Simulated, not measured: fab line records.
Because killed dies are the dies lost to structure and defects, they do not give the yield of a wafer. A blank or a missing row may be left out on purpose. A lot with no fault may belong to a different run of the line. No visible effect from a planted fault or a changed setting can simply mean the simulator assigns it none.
Which tool did it? | flow berkeley-cmos170 | 13 lots with 38 wafers sampled at 4 steps, on a route of 331 steps

== WHAT EACH GAUGE READ, for each wafer ==
UCB170_CONTACT_CD_MEAS_90 targets a cd of 700 nm.
lot  | measured     | on        | cd-nm (nm)
L580 | day 6 16:59  | cd-sem-01 | 699.9 700.5 701.0
L582 | day 7 02:41  | cd-sem-02 | 699.6 702.9 699.5
L581 | day 7 03:13  | cd-sem-02 | 699.6 699.6 697.7
L584 | day 7 06:44  | cd-sem-02 | 700.2 698.0 696.1
L585 | day 7 07:18  | cd-sem-02 | 703.8 701.1 700.9
L583 | day 7 08:34  | cd-sem-01 | 699.0 699.4 697.4
L592 | day 10 00:46 | cd-sem-02 | 699.9 698.4
L595 | day 10 17:44 | cd-sem-01 | 698.9 699.0 699.4
L598 | day 11 00:08 | cd-sem-01 | 699.9 699.5 700.1
L600 | day 11 18:01 | cd-sem-01 | 703.3 699.6 699.3
L601 | day 11 18:30 | cd-sem-01 | 699.6 699.9 698.4
L602 | day 11 18:47 | cd-sem-01 | 700.3 699.2 701.1
L603 | day 12 22:04 | cd-sem-01 | 699.0 700.4 701.6

UCB170_V1_OVL_MEAS_13.
lot  | measured     | on         | V1_OVL (nm)
L580 | day 7 01:58  | overlay-01 | 3 0 -5
L582 | day 7 12:23  | overlay-01 | 2 3 7
L581 | day 7 12:49  | overlay-01 | -13 -5 -2
L584 | day 7 12:59  | overlay-02 | -2 2 -4
L585 | day 7 18:03  | overlay-02 | -5 -8 -4
L583 | day 7 18:19  | overlay-02 | -2 1 -4
L592 | day 10 10:06 | overlay-01 | 0 -7
L595 | day 11 06:35 | overlay-02 | -3 1 -3
L598 | day 11 06:43 | overlay-01 | -7 1 -3
L600 | day 12 04:34 | overlay-01 | -15 -6 -3
L601 | day 12 05:03 | overlay-01 | -20 -13 -5
L602 | day 12 04:42 | overlay-02 | 2 5 0
L603 | day 13 04:22 | overlay-01 | 6 9 -5

UCB170_M3_THK_MEAS_03: measures by xrf.
lot  | measured     | on            | M3_AL_THK (nm)
L580 | day 7 07:59  | film-metro-04 | 893 893 900
L582 | day 7 18:17  | film-metro-03 | 893 889 882
L581 | day 7 19:18  | film-metro-04 | 910 898 905
L584 | day 7 19:45  | film-metro-02 | 893 902 902
L585 | day 7 23:50  | film-metro-02 | 913 901 912
L583 | day 8 00:08  | film-metro-04 | 911 908 904
L592 | day 10 20:47 | film-metro-04 | 887 894
L595 | day 11 12:43 | film-metro-04 | 889 893 904
L598 | day 11 16:25 | film-metro-04 | 895 906 895
L600 | day 12 10:59 | film-metro-04 | 933 918 927
L601 | day 12 13:10 | film-metro-02 | 922 906 921
L602 | day 12 12:05 | film-metro-03 | 887 893 891
L603 | day 13 13:07 | film-metro-03 | 888 883 896

== WHICH TOOL RAN EACH LOT (tool, then ch and the chambers of the sampled wafers, then the start) ==
lot  | UCB170_SPACER_CVD_00
L580 | pecvd-01 ch 0,1, day 6 05:13
L582 | pecvd-03 ch 0,1,2, day 6 12:11
L581 | pecvd-04 ch 0,2, day 6 13:06
L584 | pecvd-03 ch 1,2, day 6 17:01
L585 | pecvd-04 ch 0,2, day 6 17:01
L583 | pecvd-04 ch 0,1,2, day 6 17:12
L592 | pecvd-03 ch 0,1, day 9 09:26
L595 | pecvd-03 ch 0,2, day 9 23:10
L598 | pecvd-01 ch 0,2, day 10 06:56
L600 | pecvd-01 ch 0,2, day 10 19:49
L601 | pecvd-04 ch 1,2, day 11 01:32
L602 | pecvd-01 ch 1,2, day 11 01:47
L603 | pecvd-04 ch 0,2, day 12 01:28
- UCB170_SPACER_CVD_00: deposits SiO2 from TEOS/O2, target thk 376 nm, time 47 s.

== WHAT THE TOOLS THEMSELVES READ (means of the sampled wafers that have a number; where no wafer has one, the mark that the record gives instead) ==
UCB170_SPACER_CVD_00.
lot  | tool     | heater-power-w (W) | susceptor-temp-C (C)
L580 | pecvd-01 | 232                | 390.19
L582 | pecvd-03 | 271                | 390.15
L581 | pecvd-04 | 301                | 389.94
L584 | pecvd-03 | 233                | 390.01
L585 | pecvd-04 | 316                | 390.03
L583 | pecvd-04 | 282                | 389.64
L592 | pecvd-03 | 299                | 390.15
L595 | pecvd-03 | 243                | 389.76
L598 | pecvd-01 | 219                | 390.02
L600 | pecvd-01 | 191                | 390.17
L601 | pecvd-04 | 301                | 390.13
L602 | pecvd-01 | 224                | 390.01
L603 | pecvd-04 | 290                | 390.22

== THE ANSWER, worked out from the rows above alone ==
Rule: the lots themselves supply what counts as usual. Put in order of their means at a reading, lots are off if they are a third of the lots or fewer, leave a main group of 4 or more, and stand apart from it by a gap of 3 or more times the standard deviation of the main group's means; of several such gaps the widest counts. Not used: any main group whose means are identical at the precision the tables above print for the reading. A lot without any number at a reading at which 4 lots or more have one is off too. All remaining lots with rows at the step are treated as sound. Order of review: gauges by route order, followed by the tools' own readings, for which a lot's mean as printed above is used. The first step at which some lot is off is used, and at that step the reading that is off furthest; a lot without a number counts as furthest.
None of the lots is off at any reading shown; this tells nothing.

== WHAT THE SIMULATOR HAD PUT IN ==
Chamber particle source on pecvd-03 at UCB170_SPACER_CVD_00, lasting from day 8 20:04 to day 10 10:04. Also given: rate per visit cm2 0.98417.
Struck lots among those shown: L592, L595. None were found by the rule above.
